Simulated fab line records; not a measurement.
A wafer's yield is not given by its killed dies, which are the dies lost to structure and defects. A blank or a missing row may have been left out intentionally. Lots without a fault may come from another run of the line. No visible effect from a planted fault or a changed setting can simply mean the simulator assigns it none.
Split-lot experiment -- flow ritCmos -- 23 wafers read from 5 lots, route of 202 steps

## THE SPLIT ITSELF
At RIT_ACTIVE_EXPOSE_08 (exposes mask M1, target cd 1400 nm), the setting doseMj was moved away from the recipe's 225 on 12 of the 23 wafers read, by -7.1% to +7.2%. All remaining wafers had this setting at the recipe value.

## FROM THE SPLIT TO THE READING: what the file shows between them, 6 steps
- RIT_ACTIVE_PEB_09
- RIT_ACTIVE_DEVELOP_10: develop time 50 s
- RIT_ACTIVE_CD_MEAS_11: target cd 1400 nm
- RIT_ACTIVE_HARDBAKE_12: time 60 s
- RIT_ACTIVE_ETCH_13: etches Si3N4 in SF6, stops on SiO2, time 210 s, target depth 210 nm
- RIT_ACTIVE_STRIP_14: strips in O2, time 180 s (also split here: pressureMtorr)

## THE READING
Shown in nm: cdNm at RIT_ACTIVE_CD_MEAS_90, with target cd 1400 nm. Typical for fault-free wafers on this fab line: 1399.6 nm, with standard deviation 1.9 nm.

wafer,"tool, chamber at the split",doseMj as run,against the recipe,"cdNm, nm",against lot-mates on the recipe
L074.2,"ilineStepper-01, 0",225,recipe,1395.1,-
L074.3,"ilineStepper-01, 0",225,recipe,1397.8,-
L074.4,"ilineStepper-01, 0",234.5,+4.2%,1385.4,-11.0
L074.5,"ilineStepper-01, 0",234.5,+4.2%,1384.1,-12.3
L074.6,"ilineStepper-01, 0",234.5,+4.2%,1383.7,-12.7
L077.1,"ilineStepper-02, 0",241.3,+7.2%,1380.5,-18.4
L077.2,"ilineStepper-02, 0",241.3,+7.2%,1380.3,-18.6
L077.3,"ilineStepper-02, 0",225,recipe,1399.9,-
L077.5,"ilineStepper-02, 0",225,recipe,1397.9,-
L077.6,"ilineStepper-02, 0",241.3,+7.2%,1379.7,-19.2
L079.1,"ilineStepper-01, 0",238.8,+6.1%,1384.8,-14.8
L079.2,"ilineStepper-01, 0",238.8,+6.1%,1383.1,-16.5
L079.3,"ilineStepper-01, 0",225,recipe,1399.2,-
L079.4,"ilineStepper-01, 0",238.8,+6.1%,1381.9,-17.7
L079.6,"ilineStepper-01, 0",225,recipe,1400.0,-
L082.1,"ilineStepper-01, 0",225,recipe,1400.1,-
L082.3,"ilineStepper-01, 0",225,recipe,1399.3,-
L082.4,"ilineStepper-01, 0",225,recipe,1400.1,-
L085.1,"ilineStepper-02, 0",209,-7.1%,1419.4,+20.9
L085.3,"ilineStepper-02, 0",209,-7.1%,1418.5,+20.0
L085.4,"ilineStepper-02, 0",225,recipe,1398.8,-
L085.5,"ilineStepper-02, 0",209,-7.1%,1419.8,+21.2
L085.6,"ilineStepper-02, 0",225,recipe,1398.3,-

FIT RESULTS
A straight line over all 23 wafers: cdNm changes by -2.76 nm for each +1% of doseMj; r = -0.99; the points scatter about the line by 1.8 nm.
The same after taking each lot's own level away (the mean of its wafers on the recipe; 23 wafers): -2.76 nm for each +1%; r = -1.00; scatter 0.99 nm.
The reading moves by 20 nm for the largest change in doseMj, on that fit.
The span of the lots' own levels, 1396.45 to 1399.83 nm, comes to 1.8 times the standard deviation stated above.
The two slopes agree, so the slope changes little with the lot-to-lot level.
Check: with one of the wafers moved furthest among these (+7.2%) left out of the fit, the line predicts -19.8 nm for it against its lot-mates. Against them it came out at -18.4 nm.

## THE OTHER SPLITS THESE WAFERS WENT THROUGH
These wafers also went through other splits before the reading. Each is held against what the fit with the lots' levels taken away leaves over:
other split on the same wafers,wafers away from the commonest value,r with cdNm (lot level and that fit taken away)
RIT_ACTIVE_CVD_03 pressureMtorr,10,-0.35
RIT_ACTIVE_STRIP_14 pressureMtorr,15,+0.17

## THE WHOLE CHAIN: every reading that the file lists as answering this split, in the file's order
step,what it does,reading,change (the file's fit),r (the file's)
RIT_ACTIVE_CD_MEAS_11,target cd 1400 nm,cdNm,-2.76 nm for each +1% of the setting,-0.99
RIT_ACTIVE_ETCH_13,"etches Si3N4 in SF6, stops on SiO2, time 210 s, target depth 210 nm","ACTIVE.cdNm (the simulator's own value, which no gauge read)",-2.73 nm for each +1% of the setting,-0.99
RIT_ACTIVE_CD_MEAS_90,target cd 1400 nm,cdNm,-2.74 nm for each +1% of the setting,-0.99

## THE FILE'S OWN FIT
cdNm changes by -2.74 nm for each +1% of doseMj, r = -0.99.
